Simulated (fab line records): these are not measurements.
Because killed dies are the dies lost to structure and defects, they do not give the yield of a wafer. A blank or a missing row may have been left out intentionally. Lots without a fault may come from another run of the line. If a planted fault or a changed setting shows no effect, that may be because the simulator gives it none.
Problem report, 8D (eight disciplines) form, completed by code / flow berkeley cmos170 / the parts of the form that need people (team, actions taken, sign-off) are left out

## 1. THE PROBLEM
Wafers without a fault read 903.2 C, standard deviation 1; spike tc centre C at UCB170_SPACER_ANNEAL_02 reads a mean of 882.5 C on 6 wafers belonging to 2 lots. That puts it -21 standard deviations away from the usual mean.
The step: time 1800 s.
First seen on wafer L546.1, day 8 23:11, on furnace-01. At this step, 39 wafers from 13 lots have a number in the record. Rule for "out" (also "out of limits"): further than 4 standard deviations from the usual mean. The other wafers with a number count as sound.

## 2. WHAT IT IS, WHAT IT ISN'T
question=which readings at this step | is=spike tc centre C, spike tc load C, spike tc source C | is not=zone power source pct
question=which lots | is=L546, L550 | is not=L533, L534, L535, L536, L537, L538, L539, L552, L553, L555, L556
question=which wafers of those lots | is=all that have a number | is not=-
question=read on which tools | is=furnace-01 | is not=furnace-02, furnace-03
question=when | is=from day 8 23:11 | is not=up to then (21 sound wafers); but 12 sound wafers of L552, L553, L555, L556 came after

## 3. WHAT RULES OUT EACH SUSPECT
Counting: any tool at a process step up to the reading is kept as a suspect provided that every lot that is out went through it and no sound lot did after the first of them.
- furnace-01 at UCB170_SPACER_ANNEAL_02 (time 1800 s): kept. It processed each lot that is out, first L546 at day 8 23:11, and no sound lot thereafter; up to then, the last sound lot it processed was L539 at day 7 12:04. Its own readings are out on those wafers: spike tc centre C, spike tc load C, spike tc source C.
Remaining after the count: furnace-01 at UCB170_SPACER_ANNEAL_02.

## 4. THE CAUSE (what the simulator had put in)
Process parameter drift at UCB170_SPACER_ANNEAL_02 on furnace-01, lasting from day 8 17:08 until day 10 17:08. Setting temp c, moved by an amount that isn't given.
This tool alone remained once counting was done.

## 5. SEQUENCE OF EFFECTS, ordered by route
Each row: a reading whose mean over the struck wafers that have a number lies more than 3 standard deviations from the usual. Scope: only readings with a usual standard deviation given in the record; hours: median across lots of the time from each lot's start at the first step in this table that gives one to its start at this step; sigmas: change in usual standard deviations.
hours=0; step=UCB170_SPACER_ANNEAL_02; reading=spike tc centre C; usual=903.2 C; on struck wafers=882.5; change=-20.7; sigmas=-21
hours=0; step=UCB170_SPACER_ANNEAL_02; reading=spike tc load C; usual=924 C; on struck wafers=907; change=-17; sigmas=-5.3
hours=0; step=UCB170_SPACER_ANNEAL_02; reading=spike tc source C; usual=922.2 C; on struck wafers=903.3; change=-18.9; sigmas=-13
The process steps in it:
- UCB170_SPACER_ANNEAL_02: time 1800 s.
Later measuring or inspecting steps at which every struck wafer that the step has a row for has a number for every such reading, and none has moved that far: UCB170_PSD_OVL_MEAS_07.

## 6. WHAT WOULD HAVE CAUGHT IT SOONER
First out-of-limits reading in this record: day 8 23:11, which is 6 hours after fault onset at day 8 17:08.
